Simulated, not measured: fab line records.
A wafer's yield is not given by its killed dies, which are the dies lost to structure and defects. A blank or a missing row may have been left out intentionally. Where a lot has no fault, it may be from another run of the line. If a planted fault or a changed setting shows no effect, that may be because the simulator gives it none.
fab line records -- flow rit-cmos
record: lots: 12, wafers: 36, last-day: 7
route steps=202 shown M1@192
lots untouched by any fault: they come from a run of this same line in which no faults occurred
start-h: hours from the record's first day to the start of the lot's first wafer shown -- wait-h: how many hours have passed since the lot's step before this one -- " unchanged from the row above -- L1.1+2: several wafers, shown together as one row -- - no value present, or no start provided -- * or withheld: withheld -- < > ~ a bound
route shown NAME@n: a module of which the file shows steps, and the number in the route of the first -- usual: mean/standard deviation of fault-free wafers -- same: alike in all rows -- chamber/n: place in a boat -- sites: each site's reading -- _std_site: their standard deviation -- _edge_site: outer sites' mean less inner sites' -- radius-mm: how far each site lies from the wafer's centre -- mask NAME#n: copy n -- behind: the tool/chamber that last shaped the wafer -- hold: what put the lot on hold/how long, in hours/how the hold closed -- device: whichever transistor did not switch (one of n, p or np) -- end of line: the route-end tests of the same wafers -- step lacking rows: just its recipe -- killed: not the wafer's yield, but the dies lost to structure and defects at the first sort -- map: a wafer's dies, marking killed ones x, the rest . and places with no die _
set.NAME: the run value of the setting; set.NAME@STEP: its run value at that earlier step -- model.NAME: the simulator's own value behind a step, which no gauge read
one table for each step of the route and one row for each wafer, over a sample of lots
== steps ==
step: RIT_M1_DEVELOP_08
recipe: resist: NOVOLAK, develop-time-s: 68, dev-temp-c: 23
usual: developer-temp-C: 23.00/0.12
lot.wafer,tool,chamber,start-h,wait-h,developer-temp-C
L107.1,litho-track-04,0,55,-,23.00
L107.4,litho-track-04,0,55,-,22.84
L107.5,litho-track-04,0,55,-,23.01
L108.1,litho-track-04,0,63,-,23.05
L108.2,litho-track-04,0,63,-,22.79
L108.5,litho-track-04,0,63,-,22.85
L109.3,litho-track-03,0,66,-,23.08
L109.4,litho-track-03,0,66,-,23.08
L109.6,litho-track-03,0,66,-,23.08
L110.1,litho-track-02,0,69,-,23.09
L110.3,litho-track-02,0,69,-,23.17
L110.4,litho-track-02,0,69,-,23.15
L111.2,litho-track-04,0,74,-,23.09
L111.5,litho-track-04,0,74,-,23.02
L111.6,litho-track-04,0,74,-,23.02
L112.1,litho-track-04,0,79,-,23.13
L112.2,litho-track-04,0,79,-,23.02
L112.5,litho-track-04,0,79,-,23.09
L113.3,litho-track-03,0,86,-,23.01
L113.5,litho-track-03,0,86,-,23.00
L113.6,litho-track-03,0,86,-,22.94
L124.1,litho-track-03,0,139,-,25.27
L124.5,litho-track-03,0,139,-,25.31
L124.6,litho-track-03,0,139,-,25.16
L125.1,litho-track-03,0,143,-,25.44
L125.3,litho-track-03,0,143,-,25.39
L125.6,litho-track-03,0,143,-,25.23
L127.1,litho-track-04,0,153,-,23.08
L127.4,litho-track-04,0,153,-,22.95
L127.6,litho-track-04,0,153,-,23.05
L128.1,litho-track-02,0,159,-,23.02
L128.2,litho-track-02,0,160,-,23.04
L128.5,litho-track-02,0,160,-,23.13
L129.1,litho-track-04,0,163,-,23.09
L129.4,litho-track-04,0,163,-,23.14
L129.6,litho-track-04,0,163,-,23.19
step: RIT_M1_PROBE_99
usual: defect-limited-yield: 97.4/1.1, killed_at_M0_to_M3: 0.0/0.14, killed-at-contacts: 0.0/0.22, killed-at-front-end: 6.9/3, killed-dies: 6.9/3, killed-open: 3.5/2, killed-short: 3.4/2.1, sort_bin_3_pad_short: 0.1/0.23, sort_bin_5_function: 1.5/0.85, sort_bin_6_memory: 1.0/0.59, sort-n-pass: 257.1/3, sort-yield-pct: 97.4/1.1
same: gross-dies: 264, killed_at_M4_up: 0, killed-at-back-side: 0, killed-at-other: 0
lot.wafer,tool,chamber,start-h,wait-h,defect-limited-yield[%],killed_at_M0_to_M3,killed-at-contacts,killed-at-front-end,killed-dies,killed-open,killed-short,sort_bin_3_pad_short[%],sort_bin_5_function[%],sort_bin_6_memory[%],sort-n-pass,sort-yield-pct[%]
L107.1,prober-01,-,59.19,0.1,97.7,1,0,5,6,5,1,0,1.9,0.4,258.0,97.7
L107.4,prober-01,-,59.34,0.2,97.3,0,0,7,7,1,6,0.8,1.9,0,257.0,97.3
L107.5,prober-01,-,59.39,0.2,96.6,0,0,9,9,6,3,0,3.0,0.4,255.0,96.6
L109.3,prober-01,-,69.73,0.2,96.6,0,0,9,9,4,5,0.4,1.9,1.1,255.0,96.6
L109.4,prober-01,-,69.78,0.2,97.3,0,0,7,7,2,5,0,2.3,0.4,257.0,97.3
L109.6,prober-01,-,69.88,0.2,97.0,0,1,7,8,3,5,0,2.3,0.8,256.0,97.0
L124.1,prober-02,-,142.64,0.1,97.3,0,0,7,7,2,5,0,1.9,0.8,257.0,97.3
L124.5,prober-02,-,142.84,0.2,96.2,0,0,10,10,1,9,0.4,2.3,1.1,254.0,96.2
L124.6,prober-02,-,142.89,0.2,97.0,0,0,8,8,3,5,0,2.3,0.8,256.0,97.0
L127.1,prober-01,-,156.57,0.1,98.5,0,0,4,4,1,3,0,0.4,1.1,260.0,98.5
L127.4,prober-01,-,156.72,0.2,97.3,0,0,7,7,2,5,0,1.1,1.5,257.0,97.3
L127.6,prober-01,-,156.82,0.2,97.0,0,0,8,8,5,3,0.4,1.1,1.5,256.0,97.0
L129.1,prober-01,-,166.57,0.1,98.1,0,0,5,5,2,3,0,1.9,0,259.0,98.1
L129.4,prober-01,-,166.72,0.2,97.3,0,0,7,7,1,6,0,1.9,0.8,257.0,97.3
L129.6,prober-01,-,166.82,0.2,98.1,0,0,5,5,0,5,0,1.5,0.4,259.0,98.1
killed by level:class
L107.1 GATE:geometric-particle:open=3 SPACER:geometric-particle:open=1 SILICIDE:geometric-particle:open=1 M1:geometric-particle:short=1
L107.4 GATE:geometric-particle:short=2 FOX1:geometric-particle:short=1 FOX2:geometric-particle:short=1 GATE:geometric-particle:open=1 REOX:geometric-particle:short=1 SILICIDE:geometric-particle:short=1
L107.5 GATE:geometric-particle:short=3 FOX1:geometric-particle:open=2 FOX2:geometric-particle:open=1 GATE:geometric-particle:open=1 REOX:geometric-particle:open=1 SPACER:geometric-particle:open=1
L109.3 GATE:geometric-particle:open=3 FOX1:geometric-particle:short=2 GATE:geometric-particle:short=1 REOX:geometric-particle:short=1 SPACER:geometric-particle:open=1 SILICIDE:geometric-particle:short=1
L109.4 GATE:geometric-particle:short=2 SPACER:geometric-particle:short=2 FOX1:geometric-particle:short=1 FOX2:geometric-particle:open=1 SPACER:geometric-particle:open=1
L109.6 GATE:geometric-particle:short=2 GATE:geometric-particle:open=2 FOX1:geometric-particle:short=1 FOX2:geometric-particle:short=1 SPACER:geometric-particle:short=1 CONTACT:geometric-particle:open=1
L124.1 GATE:geometric-particle:open=2 GATE:geometric-particle:short=2 FOX1:geometric-particle:short=1 FOX2:geometric-particle:short=1 REOX:geometric-particle:short=1
L124.5 GATE:geometric-particle:short=6 FOX1:geometric-particle:short=1 FOX2:geometric-particle:open=1 REOX:geometric-particle:short=1 SPACER:geometric-particle:short=1
L124.6 GATE:geometric-particle:short=5 GATE:geometric-particle:open=2 FOX2:geometric-particle:open=1
L127.1 GATE:geometric-particle:short=3 SILICIDE:geometric-particle:open=1
L127.4 GATE:geometric-particle:short=4 GATE:geometric-particle:open=2 SPACER:geometric-particle:short=1
L127.6 GATE:geometric-particle:open=4 ACTIVE:geometric-particle:short=1 GATE:geometric-particle:short=1 SILICIDE:geometric-particle:short=1 SILICIDE:geometric-particle:open=1
L129.1 SILICIDE:geometric-particle:short=2 FOX1:geometric-particle:open=1 FOX2:geometric-particle:short=1 GATE:geometric-particle:open=1
L129.4 SPACER:geometric-particle:short=2 SILICIDE:geometric-particle:short=2 FOX1:geometric-particle:open=1 GATE:geometric-particle:short=1 REOX:geometric-particle:short=1
L129.6 FOX1:geometric-particle:short=2 GATE:geometric-particle:short=2 SILICIDE:geometric-particle:short=1
== key ==
first-sign: step: RIT_M1_DEVELOP_08, reading: developer-temp-C, direction: up, sigmas: 19, usual: *, struck: *
effect none on later readings
met-at RIT_M1_DEVELOP_08
struck-lots L124,L125
onset-between 86 139
fault: kind: process-parameter-drift, tool: litho-track-03, chamber: -, onset-h: 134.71, steps: RIT_M1_DEVELOP_08, channel: dev-temp-c, offset: *, shape: step, end-h: 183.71, acts-in: *, stated: *
